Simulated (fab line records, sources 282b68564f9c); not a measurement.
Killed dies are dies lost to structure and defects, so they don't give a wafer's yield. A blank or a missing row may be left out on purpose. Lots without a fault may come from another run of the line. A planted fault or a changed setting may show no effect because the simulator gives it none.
A struck lot beside a sound one | flow rit_cmos | 28 steps out of a route of 202
Sound: wafers L448.2, L448.3, L448.5. Struck: wafer L465.3. (L465.1, L465.4 of the same lot were not struck and are left out.) The cause comes at the end.
At each step with rows: each side's tool, then ch and its chambers, then its first start. Under that, the readings that differ: sound wafers | struck wafers | difference of the means | sigmas: that difference in standard deviations of wafers without a fault.
alike: readings whose means differ by less than 2 such deviations, and words and numbers that are the same on both sides. not compared: withheld readings, readings that some wafer has no value for, bounds like >300 that may hide the same value, and numbers for which the record gives no deviation and whose values overlap.
The two part at a step that has a row with sigmas, a row that says differs or no value, or rows on one side only. Numbers that don't overlap but have no deviation are shown without sigmas and don't part them. A reading that every wafer of one side lacks parts them only if that side has two wafers or more.

RIT_SDANNEAL_RTA_03: time 5 s.
  sound on rtp_anneal-02 ch 0, day 3 12:16; struck on rtp_anneal-01 ch 0, day 7 00:41
  alike: wafer_temp_C_max
RIT_SDANNEAL_RS_MEAS_04: measures by four-point-probe.
  sound on film_metro-01, day 3 12:19; struck on film_metro-01, day 7 00:44
  alike: PSD_RS
RIT_SDANNEAL_RS_MEAS_05: measures by four-point-probe.
  sound on film_metro-01, day 3 12:26; struck on film_metro-01, day 7 00:52
  alike: NSD_RS
RIT_SDANNEAL_RS_MEAS_06: measures by four-point-probe.
  sound on film_metro-01, day 3 12:34; struck on film_metro-01, day 7 00:59
  alike: PLDD_RS
RIT_SDANNEAL_RS_MEAS_07: measures by four-point-probe.
  sound on film_metro-01, day 3 12:41; struck on film_metro-01, day 7 01:06
  reading          | sound             | struck | difference | sigmas
  NLDD_RS (ohm/sq) | 152.3 151.9 153.0 | 151.0  | -1.4       | -2
then, 1 step without rows for these wafers: RIT_SILICIDE_WET_ETCH_00 (etches SiO2 in BOE, target depth 14 nm, time 15 s).
RIT_SILICIDE_SPUTTER_01: material Ti, target thk 30 nm, time 240 s.
  sound on pvd_sputter-01, day 3 12:48; struck on pvd_sputter-02, day 7 01:14
  alike: chamber_pressure_pa, substrate_temp_c, throttle_valve_pct
RIT_SILICIDE_RS_MEAS_02: measures by four-point-probe.
  sound on film_metro-02, day 3 12:58; struck on film_metro-03, day 7 01:23
  alike: SILICIDE_TI_RS
RIT_SILICIDE_THK_MEAS_03: measures by xrf.
  sound on film_metro-02, day 3 13:05; struck on film_metro-03, day 7 01:30
  alike: SILICIDE_TI_THK
RIT_SILICIDE_RTA_04: time 10 s, ramp up 5 s, ramp down 5 s.
  sound on rtp_anneal-01 ch 0, day 3 13:09; struck on rtp_anneal-02 ch 0, day 7 01:34
  alike: wafer_temp_C_max
then, 1 step without rows for these wafers: RIT_SILICIDE_WET_ETCH_05 (etches Ti in SPM, time 120 s).
RIT_SILICIDE_RTA_06: time 10 s, ramp up 5 s, ramp down 10 s.
  sound on rtp_anneal-02 ch 0, day 3 13:19; struck on rtp_anneal-01 ch 0, day 7 01:40
  alike: wafer_temp_C_max
RIT_CONTACT_CVD_00: deposits SiO2 from TEOS, target thk 400 nm, time 61 s.
  sound on pecvd-02 ch 1,2, day 3 13:22; struck on pecvd-02 ch 1, day 7 01:44
  reading                                  | sound             | struck | difference | sigmas
  model.SiO2_of_CONTACT_CVD_00.thk_nm (nm) | 405.1 403.1 410.8 | 532.7  | +126.4     |
  alike: heater_power_w
RIT_CONTACT_THK_MEAS_01:
  sound on film_metro-03, day 3 13:26; struck on film_metro-02, day 7 02:01
  reading               | sound       | struck | difference | sigmas
  CONTACT_TEOS_THK (nm) | 405 403 410 | 533    | +127       | +22
  not compared: hold
then, 5 steps without rows for these wafers: RIT_CONTACT_COAT_03 (resist thk 1000 nm); RIT_CONTACT_SOFTBAKE_04 (time 60 s); RIT_CONTACT_EXPOSE_05 (exposes mask M11, target cd 1000 nm); RIT_CONTACT_PEB_06; RIT_CONTACT_DEVELOP_07 (develop time 120 s).
RIT_CONTACT_CD_MEAS_08: target cd 1000 nm.
  sound on cd_sem-01, day 3 14:35; struck on cd_sem-01, day 7 07:21
  alike: cd_nm
RIT_CONTACT_OVL_MEAS_09:
  sound on overlay-02, day 3 14:42; struck on overlay-02, day 7 07:28
  alike: CONTACT_OVL
then, 1 step without rows for these wafers: RIT_CONTACT_HARDBAKE_10 (time 60 s).
RIT_CONTACT_ETCH_11: etches SiO2 in CHF3/CF4/Ar, stops on TiSi2, target depth 480 nm, time 320 s.
  sound on rie_diel-03 ch 2,3, day 3 14:53; struck on rie_diel-02 ch 2, day 7 07:40
  reading                             | sound             | struck | difference | sigmas
  drypump_motor_current_A (A)         | 5.8 6.5 6.5       | 5.3    | -1.0       | -2
  model.CONTACT.feature_depth_nm (nm) | 405.1 403.1 410.8 | 486.9  | +80.6      |
  model.etch.depth_nm (nm)            | 405.1 403.1 410.8 | 486.9  | +80.6      |
  alike: chamber_pressure_mTorr, oes_product_au, throttle_valve_pct
  not compared: rf_hours_counter_h
RIT_CONTACT_STRIP_12: strips in O2, time 180 s.
  sound on plasma_asher-03 ch 0, day 3 15:04; struck on plasma_asher-04 ch 1, day 7 07:51
  reading                        | sound          | struck | difference | sigmas
  chamber_pressure_mTorr (mTorr) | 4004 4002 4003 | 3995   | -8         | -2
  alike: drypump_motor_current_A
  not compared: rf_hours_counter_h
RIT_CONTACT_CD_MEAS_90: target cd 1000 nm.
  sound on cd_sem-02, day 3 15:16; struck on cd_sem-02, day 7 08:02
  alike: cd_nm
RIT_CONTACT_CLEAN_13: cleans in SC1, time 600 s.
  sound on wet_bench-04 ch 3, day 3 15:22; struck on wet_bench-03 ch 0, day 7 08:43
  reading                                  | sound           | struck | difference | sigmas
  model.SiO2_of_CONTACT_CVD_00.thk_nm (nm) | 401.1 399 406.7 | 528.6  | +126.3     |
then, 1 step without rows for these wafers: RIT_CONTACT_CLEAN_14 (cleans in SC2, time 600 s).
RIT_M1_PROBE_99:
  sound on prober-01, day 3 19:47; struck on prober-02, day 7 13:12
  reading            | sound  | struck                   | difference                   | sigmas
  hold               | - - -  | await_dispo/1.3h/release | no value on the sound wafers |
  killed_at_contacts | 0 0 0  | 257                      | +257                         | +99 or more
  killed_dies        | 13 9 8 | 264                      | +254                         | +79
  killed_on_rim      | 6 4 3  | 70                       | +66                          | +47
  alike: killed_at_front_end, killed_open, killed_short

WHERE THEY PART
First at RIT_SDANNEAL_RS_MEAS_07; last, within this record, at RIT_M1_PROBE_99.

WHY: what the simulator had put in
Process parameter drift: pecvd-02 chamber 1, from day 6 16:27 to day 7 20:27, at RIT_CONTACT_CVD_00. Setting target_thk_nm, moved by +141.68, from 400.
